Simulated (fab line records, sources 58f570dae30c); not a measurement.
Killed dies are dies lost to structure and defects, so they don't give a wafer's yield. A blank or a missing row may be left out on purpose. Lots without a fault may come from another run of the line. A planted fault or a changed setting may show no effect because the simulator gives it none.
A struck lot beside a sound one | flow berkeley_cmos170 | 29 steps out of a route of 331
Sound: wafers L835.1, L835.2, L835.6. Struck: wafer L842.6. (L842.3, L842.4 of the same lot were not struck and are left out.) The cause comes at the end.
At each step with rows: each side's tool, then ch and its chambers, then its first start. Under that, the readings that differ: sound wafers | struck wafers | difference of the means | sigmas: that difference in standard deviations of wafers without a fault.
alike: readings whose means differ by less than 2 such deviations, and words and numbers that are the same on both sides. not compared: withheld readings, readings that some wafer has no value for, bounds like >300 that may hide the same value, and numbers for which the record gives no deviation and whose values overlap.
The two part at a step that has a row with sigmas, a row that says differs or no value, or rows on one side only. Numbers that don't overlap but have no deviation are shown without sigmas and don't part them. A reading that every wafer of one side lacks parts them only if that side has two wafers or more.

UCB170_ACTIVE_THK_MEAS_03:
  sound on film_metro-04, day 6 21:53; struck on film_metro-04, day 8 11:07
  reading               | sound          | struck | difference | sigmas
  ACTIVE_OXIDE_THK (nm) | 26.5 26.9 26.8 | 25.7   | -1.0       | -2
then, 2 steps without rows for these wafers: UCB170_ACTIVE_ANNEAL_04 (time 900 s); UCB170_ACTIVE_CVD_05 (deposits Si3N4 from SiH2Cl2/NH3, target thk 220 nm, time 3300 s).
UCB170_ACTIVE_THK_MEAS_06:
  sound on film_metro-04, day 7 07:18; struck on film_metro-04, day 8 17:43
  alike: ACTIVE_NITRIDE_THK
then, 6 steps without rows for these wafers: UCB170_ACTIVE_HMDS_07 (prime time 60 s); UCB170_ACTIVE_COAT_08 (resist thk 900 nm); UCB170_ACTIVE_SOFTBAKE_09 (time 60 s); UCB170_ACTIVE_EXPOSE_10 (exposes mask ACTIVE, target cd 1200 nm); UCB170_ACTIVE_PEB_11; UCB170_ACTIVE_DEVELOP_12 (develop time 45 s).
UCB170_ACTIVE_CD_MEAS_13: target cd 1200 nm.
  sound on cd_sem-01, day 7 09:26; struck on cd_sem-02, day 8 18:59
  alike: cd_nm
UCB170_ACTIVE_OVL_MEAS_14:
  sound on overlay-01, day 7 09:33; struck on overlay-01, day 8 19:05
  alike: ACTIVE_OVL
UCB170_ACTIVE_ETCH_15: etches Si3N4 in CH3F/Ar/O2, stops on SiO2, target depth 242 nm, time 151 s.
  sound on rie_diel-03 ch 1,2,3, day 7 09:35; struck on rie_diel-03 ch 1, day 8 19:06
  reading                                       | sound             | struck | difference | sigmas
  model.KrF_of_ACTIVE_COAT_08.thk_nm (nm)       | 732.4 730.8 729.2 | 671.8  | -59.0      |
  model.SiO2_of_ACTIVE_OXIDATION_02.thk_nm (nm) | 22.83 23.21 22.73 | 7.858  | -15.065    |
  alike: O2_flow_sccm, drypump_motor_current_A, oes_product_au, throttle_valve_pct
  not compared: rf_hours_counter_h
UCB170_ACTIVE_STRIP_16: strips in O2.
  sound on plasma_asher-03 ch 0,1, day 7 09:41; struck on plasma_asher-01 ch 0, day 8 19:14
  reading                      | sound             | struck | difference | sigmas
  drypump_motor_current_A (A)  | 5.5 5.7 5.7       | 6.5    | +0.9       | +2
  strip_time_to_endpoint_s (s) | 18.27 18.26 18.20 | 16.82  | -1.42      | -18
  alike: oes_product_au
  not compared: rf_hours_counter_h
UCB170_ACTIVE_CD_MEAS_90: target cd 1200 nm.
  sound on cd_sem-01, day 7 09:47; struck on cd_sem-01, day 8 19:20
  alike: cd_nm
then, 7 steps without rows for these wafers: UCB170_ACTIVE_CLEAN_17 (cleans in SPM, time 600 s); UCB170_PFIELD_HMDS_00 (prime time 60 s); UCB170_PFIELD_COAT_01 (resist thk 900 nm); UCB170_PFIELD_SOFTBAKE_02 (time 60 s); UCB170_PFIELD_EXPOSE_03 (exposes mask PFIELD, target cd 1500 nm); UCB170_PFIELD_PEB_04; UCB170_PFIELD_DEVELOP_05 (develop time 45 s).
UCB170_PFIELD_OVL_MEAS_06:
  sound on overlay-01, day 7 12:25; struck on overlay-02, day 8 21:09
  alike: PFIELD_OVL
then, 1 step without rows for these wafers: UCB170_PFIELD_IMPLANT_07.
UCB170_PFIELD_STRIP_08: strips in O2.
  sound on plasma_asher-02 ch 0,1, day 7 13:03; struck on plasma_asher-02 ch 1, day 8 21:22
  alike: drypump_motor_current_A, oes_product_au, strip_time_to_endpoint_s
  not compared: rf_hours_counter_h
UCB170_PFIELD_TW_MEAS_09:
  sound on film_metro-03, day 7 13:09; struck on film_metro-01, day 8 21:27
  alike: PFIELD_TW
UCB170_FIELD_CLEAN_00: cleans in dHF, time 7.5 s.
  sound on wet_bench-01 ch 2, day 7 14:54; struck on wet_bench-02 ch 3, day 8 22:13
  reading                                       | sound             | struck | difference | sigmas
  model.SiO2_of_ACTIVE_OXIDATION_02.thk_nm (nm) | 21.36 21.74 21.26 | 6.372  | -15.081    |
then, 2 steps without rows for these wafers: UCB170_FIELD_OXIDATION_01 (target thk 558.3 nm, ox time 7200 s); UCB170_M3_PROBE_99.

WHERE THEY PART
First at UCB170_ACTIVE_THK_MEAS_03; last, within this record, at UCB170_ACTIVE_STRIP_16. Later steps at which nothing parts them and some readings are alike: UCB170_ACTIVE_CD_MEAS_90, UCB170_PFIELD_OVL_MEAS_06, UCB170_PFIELD_STRIP_08, UCB170_PFIELD_TW_MEAS_09.

WHY: what the simulator had put in
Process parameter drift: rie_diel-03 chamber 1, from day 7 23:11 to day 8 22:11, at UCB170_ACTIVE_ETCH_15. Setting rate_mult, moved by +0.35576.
